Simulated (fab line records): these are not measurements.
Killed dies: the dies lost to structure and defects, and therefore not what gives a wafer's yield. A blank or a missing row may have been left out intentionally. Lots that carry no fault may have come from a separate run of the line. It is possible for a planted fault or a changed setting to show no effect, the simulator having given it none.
Which tool was responsible? || flow ritCmos || Sampling: 13 lots, 39 wafers, 2 of 202 route steps

WHAT EACH GAUGE READ, for each wafer
RIT_M1_CD_MEAS_09: target cd 2600 nm. Usual: 2599.8 nm for cdNm, sd 2.1.
{"lot": "L979", "measured": "day 3 08:51", "on": "cdSem-02", "cdNm (nm)": "2600.1 2599.3 2599.8", "flag": ""}
{"lot": "L980", "measured": "day 3 13:16", "on": "cdSem-02", "cdNm (nm)": "2601.7 2599.0 2599.8", "flag": ""}
{"lot": "L981", "measured": "day 3 20:22", "on": "cdSem-02", "cdNm (nm)": "2601.3 2597.5 2599.5", "flag": ""}
{"lot": "L982", "measured": "day 4 02:38", "on": "cdSem-02", "cdNm (nm)": "2601.2 2599.5 2601.6", "flag": ""}
{"lot": "L983", "measured": "day 4 08:20", "on": "cdSem-02", "cdNm (nm)": "2599.6 2600.9 2597.7", "flag": ""}
{"lot": "L984", "measured": "day 4 09:58", "on": "cdSem-02", "cdNm (nm)": "2605.3 2604.7 2603.2", "flag": ""}
{"lot": "L985", "measured": "day 4 17:59", "on": "cdSem-02", "cdNm (nm)": "2601.8 2598.5 2598.1", "flag": ""}
{"lot": "L986", "measured": "day 4 23:13", "on": "cdSem-02", "cdNm (nm)": "2604.9 2605.2 2602.7", "flag": ""}
{"lot": "L987", "measured": "day 5 01:11", "on": "cdSem-02", "cdNm (nm)": "2597.7 2598.2 2596.5", "flag": ""}
{"lot": "L994", "measured": "day 6 10:22", "on": "cdSem-02", "cdNm (nm)": "2656.6 2655.4 2656.9", "flag": "OFF"}
{"lot": "L997", "measured": "day 7 08:54", "on": "cdSem-02", "cdNm (nm)": "2656.3 2656.1 2655.3", "flag": "OFF"}
{"lot": "L100", "measured": "day 7 21:17", "on": "cdSem-01", "cdNm (nm)": "2597.7 2599.8 2598.3", "flag": ""}
{"lot": "L101", "measured": "day 8 02:37", "on": "cdSem-01", "cdNm (nm)": "2600.5 2599.2 2600.2", "flag": ""}

EACH LOT AND THE TOOL THAT RAN IT (in order: tool; ch and the chambers of the sampled wafers; start)
{"lot": "L979", "RIT_M1_DEVELOP_08": "lithoTrack-03 ch 0, day 3 08:00"}
{"lot": "L980", "RIT_M1_DEVELOP_08": "lithoTrack-03 ch 0, day 3 13:00"}
{"lot": "L981", "RIT_M1_DEVELOP_08": "lithoTrack-03 ch 0, day 3 20:00"}
{"lot": "L982", "RIT_M1_DEVELOP_08": "lithoTrack-03 ch 0, day 4 02:00"}
{"lot": "L983", "RIT_M1_DEVELOP_08": "lithoTrack-02 ch 0, day 4 08:00"}
{"lot": "L984", "RIT_M1_DEVELOP_08": "lithoTrack-04 ch 0, day 4 09:00"}
{"lot": "L985", "RIT_M1_DEVELOP_08": "lithoTrack-02 ch 0, day 4 17:00"}
{"lot": "L986", "RIT_M1_DEVELOP_08": "lithoTrack-03 ch 0, day 4 23:00"}
{"lot": "L987", "RIT_M1_DEVELOP_08": "lithoTrack-02 ch 0, day 5 01:00"}
{"lot": "L994", "RIT_M1_DEVELOP_08": "lithoTrack-04 ch 0, day 6 10:00"}
{"lot": "L997", "RIT_M1_DEVELOP_08": "lithoTrack-04 ch 0, day 7 08:00"}
{"lot": "L100", "RIT_M1_DEVELOP_08": "lithoTrack-03 ch 0, day 7 21:00"}
{"lot": "L101", "RIT_M1_DEVELOP_08": "lithoTrack-03 ch 0, day 8 02:00"}
- RIT_M1_DEVELOP_08: develop time 68 s.

AS READ BY THE TOOLS THEMSELVES (means over the sampled wafers that have a number; for cases with no such wafer, the mark the record gives instead)
The record holds no such reading with a usual standard deviation.

THE ANSWER, worked out from the rows above alone
Rule: lot off if the mean of its wafers having a number is beyond 3 standard deviations from the usual mean. Also off: a lot with no number at a reading for which 4 or more lots have one. Any other lot the step has rows for is counted as sound. First the gauges in route order, then the tools' own readings, where a lot's mean is used as printed above. At the first step where some lot is off, the reading lying furthest off is the one used; lots without a number count as furthest.
Off, at RIT_M1_CD_MEAS_09 on cdNm: L994, L997.
A tool fits if, at a process step before that reading, it ran every lot that is off, and no sound lot after the first of them. Those tools and the gauges at RIT_M1_CD_MEAS_09 are tried in the same way. 2 tools fit, lithoTrack-04 at RIT_M1_DEVELOP_08 and cdSem-02 at RIT_M1_CD_MEAS_09, so this cannot tell which one it is.

WHAT THE SIMULATOR HAD PUT IN
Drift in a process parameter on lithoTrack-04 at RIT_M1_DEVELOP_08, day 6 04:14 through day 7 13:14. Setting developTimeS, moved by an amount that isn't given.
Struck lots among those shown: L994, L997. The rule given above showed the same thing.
